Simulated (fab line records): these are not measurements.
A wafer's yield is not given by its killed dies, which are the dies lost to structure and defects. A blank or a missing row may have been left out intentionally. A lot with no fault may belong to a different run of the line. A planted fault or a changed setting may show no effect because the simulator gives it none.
Check for tools in common || flow rit_cmos || Lots sampled 15, wafers sampled 45

## WHY THIS WAS OPENED
4 of 15 lots carry a flag on the reading NLDD_TW at RIT_NLDD_TW_MEAS_10. Wafers without a fault read 2476, standard deviation 14.
Rule: a lot gets a flag if all its wafers with a number sit over 4 standard deviations from that mean, or if no wafer of it has a number. As for the other lots, they are considered sound.

{"lot": "L538", "measured": "day 2 20:31", "on": "film_metro-04", "NLDD_TW, wafer by wafer": "2470 2467 2469", "flag": ""}
{"lot": "L539", "measured": "day 3 03:40", "on": "film_metro-02", "NLDD_TW, wafer by wafer": "2473 2481 2484", "flag": ""}
{"lot": "L540", "measured": "day 3 09:16", "on": "film_metro-04", "NLDD_TW, wafer by wafer": "2476 2468 2478", "flag": ""}
{"lot": "L541", "measured": "day 3 11:56", "on": "film_metro-01", "NLDD_TW, wafer by wafer": "2491 2496 2482", "flag": ""}
{"lot": "L542", "measured": "day 3 16:23", "on": "film_metro-01", "NLDD_TW, wafer by wafer": "2497 2493 2492", "flag": ""}
{"lot": "L543", "measured": "day 3 23:39", "on": "film_metro-02", "NLDD_TW, wafer by wafer": "2479 2482 2469", "flag": ""}
{"lot": "L544", "measured": "day 4 03:24", "on": "film_metro-01", "NLDD_TW, wafer by wafer": "2461 2480 2471", "flag": ""}
{"lot": "L545", "measured": "day 4 13:58", "on": "film_metro-01", "NLDD_TW, wafer by wafer": "2478 2478 2491", "flag": ""}
{"lot": "L546", "measured": "day 4 20:01", "on": "film_metro-04", "NLDD_TW, wafer by wafer": "2473 2471 2490", "flag": ""}
{"lot": "L547", "measured": "day 4 23:53", "on": "film_metro-02", "NLDD_TW, wafer by wafer": "2483 2471 2467", "flag": ""}
{"lot": "L548", "measured": "day 5 00:07", "on": "film_metro-01", "NLDD_TW, wafer by wafer": "2484 2481 2488", "flag": ""}
{"lot": "L549", "measured": "day 5 15:32", "on": "film_metro-02", "NLDD_TW, wafer by wafer": "1326 1325 1335", "flag": "FLAGGED"}
{"lot": "L550", "measured": "day 6 02:28", "on": "film_metro-04", "NLDD_TW, wafer by wafer": "1311 1312 1314", "flag": "FLAGGED"}
{"lot": "L551", "measured": "day 6 10:29", "on": "film_metro-04", "NLDD_TW, wafer by wafer": "1303 1300 1303", "flag": "FLAGGED"}
{"lot": "L552", "measured": "day 6 12:54", "on": "film_metro-04", "NLDD_TW, wafer by wafer": "1308 1303 1313", "flag": "FLAGGED"}
On average the flagged lots' numbers are 1313, which is -1163 against the usual, or -83 standard deviations.

## TOOL THAT RAN EACH LOT
2 process steps preceding the reading are held in the record, out of 202 steps in the route. Read each cell as the tool, then ch plus the chambers that the sampled wafers visited, then the start.
{"lot": "L538", "flag": "", "RIT_PRETRO_STRIP_09": "plasma_asher-03 ch 0,1, day 2 09:39", "RIT_NLDD_IMPLANT_08": "implanter-04 ch 0, day 2 20:11"}
{"lot": "L539", "flag": "", "RIT_PRETRO_STRIP_09": "plasma_asher-04 ch 0,1, day 2 14:37", "RIT_NLDD_IMPLANT_08": "implanter-04 ch 0, day 3 03:20"}
{"lot": "L540", "flag": "", "RIT_PRETRO_STRIP_09": "plasma_asher-04 ch 0,1, day 2 19:58", "RIT_NLDD_IMPLANT_08": "implanter-02 ch 0, day 3 08:57"}
{"lot": "L541", "flag": "", "RIT_PRETRO_STRIP_09": "plasma_asher-01 ch 0,1, day 3 00:58", "RIT_NLDD_IMPLANT_08": "implanter-01 ch 0, day 3 11:40"}
{"lot": "L542", "flag": "", "RIT_PRETRO_STRIP_09": "plasma_asher-04 ch 0,1, day 3 04:07", "RIT_NLDD_IMPLANT_08": "implanter-02 ch 0, day 3 16:04"}
{"lot": "L543", "flag": "", "RIT_PRETRO_STRIP_09": "plasma_asher-04 ch 0,1, day 3 11:48", "RIT_NLDD_IMPLANT_08": "implanter-01 ch 0, day 3 23:22"}
{"lot": "L544", "flag": "", "RIT_PRETRO_STRIP_09": "plasma_asher-01 ch 0,1, day 3 15:43", "RIT_NLDD_IMPLANT_08": "implanter-01 ch 0, day 4 03:07"}
{"lot": "L545", "flag": "", "RIT_PRETRO_STRIP_09": "plasma_asher-04 ch 0,1, day 3 21:00", "RIT_NLDD_IMPLANT_08": "implanter-01 ch 0, day 4 13:39"}
{"lot": "L546", "flag": "", "RIT_PRETRO_STRIP_09": "plasma_asher-04 ch 0,1, day 4 05:16", "RIT_NLDD_IMPLANT_08": "implanter-04 ch 0, day 4 19:41"}
{"lot": "L547", "flag": "", "RIT_PRETRO_STRIP_09": "plasma_asher-04 ch 0,1, day 4 10:09", "RIT_NLDD_IMPLANT_08": "implanter-04 ch 0, day 4 23:34"}
{"lot": "L548", "flag": "", "RIT_PRETRO_STRIP_09": "plasma_asher-04 ch 1, day 4 10:28", "RIT_NLDD_IMPLANT_08": "implanter-01 ch 0, day 4 23:48"}
{"lot": "L549", "flag": "FLAGGED", "RIT_PRETRO_STRIP_09": "plasma_asher-04 ch 0,1, day 4 20:59", "RIT_NLDD_IMPLANT_08": "implanter-02 ch 0, day 5 15:13"}
{"lot": "L550", "flag": "FLAGGED", "RIT_PRETRO_STRIP_09": "plasma_asher-03 ch 0,1, day 5 03:28", "RIT_NLDD_IMPLANT_08": "implanter-01 ch 0, day 6 02:08"}
{"lot": "L551", "flag": "FLAGGED", "RIT_PRETRO_STRIP_09": "plasma_asher-03 ch 0,1, day 5 11:12", "RIT_NLDD_IMPLANT_08": "implanter-01 ch 0, day 6 10:12"}
{"lot": "L552", "flag": "FLAGGED", "RIT_PRETRO_STRIP_09": "plasma_asher-03 ch 0,1, day 5 16:38", "RIT_NLDD_IMPLANT_08": "implanter-01 ch 0, day 6 12:35"}
What the steps here do:
- RIT_PRETRO_STRIP_09: strips in O2, time 180 s.
- RIT_NLDD_IMPLANT_08
- RIT_NLDD_TW_MEAS_10

## FLAGGED AGAINST TOTAL, ONE TOOL AT A TIME (gauges that did the reading follow at the end)
{"step": "RIT_PRETRO_STRIP_09", "tool": "plasma_asher-01", "lots run": 2, "flagged": 0, "share of the flagged lots": "none", "sound lots run after its first flagged lot": "-"}
{"step": "RIT_PRETRO_STRIP_09", "tool": "plasma_asher-03", "lots run": 4, "flagged": 3, "share of the flagged lots": "some", "sound lots run after its first flagged lot": 0}
{"step": "RIT_PRETRO_STRIP_09", "tool": "plasma_asher-04", "lots run": 9, "flagged": 1, "share of the flagged lots": "some", "sound lots run after its first flagged lot": 0}
{"step": "RIT_NLDD_IMPLANT_08", "tool": "implanter-01", "lots run": 8, "flagged": 3, "share of the flagged lots": "some", "sound lots run after its first flagged lot": 0}
{"step": "RIT_NLDD_IMPLANT_08", "tool": "implanter-02", "lots run": 3, "flagged": 1, "share of the flagged lots": "some", "sound lots run after its first flagged lot": 0}
{"step": "RIT_NLDD_IMPLANT_08", "tool": "implanter-04", "lots run": 4, "flagged": 0, "share of the flagged lots": "none", "sound lots run after its first flagged lot": "-"}
{"step": "RIT_NLDD_TW_MEAS_10", "tool": "film_metro-01", "lots run": 5, "flagged": 0, "share of the flagged lots": "none", "sound lots run after its first flagged lot": "-"}
{"step": "RIT_NLDD_TW_MEAS_10", "tool": "film_metro-02", "lots run": 4, "flagged": 1, "share of the flagged lots": "some", "sound lots run after its first flagged lot": 0}
{"step": "RIT_NLDD_TW_MEAS_10", "tool": "film_metro-04", "lots run": 6, "flagged": 3, "share of the flagged lots": "some", "sound lots run after its first flagged lot": 0}

## THE TABLE: WHAT IT ALLOWS
No row of the table ran every flagged lot.

## WHAT THE SIMULATOR PUT IN
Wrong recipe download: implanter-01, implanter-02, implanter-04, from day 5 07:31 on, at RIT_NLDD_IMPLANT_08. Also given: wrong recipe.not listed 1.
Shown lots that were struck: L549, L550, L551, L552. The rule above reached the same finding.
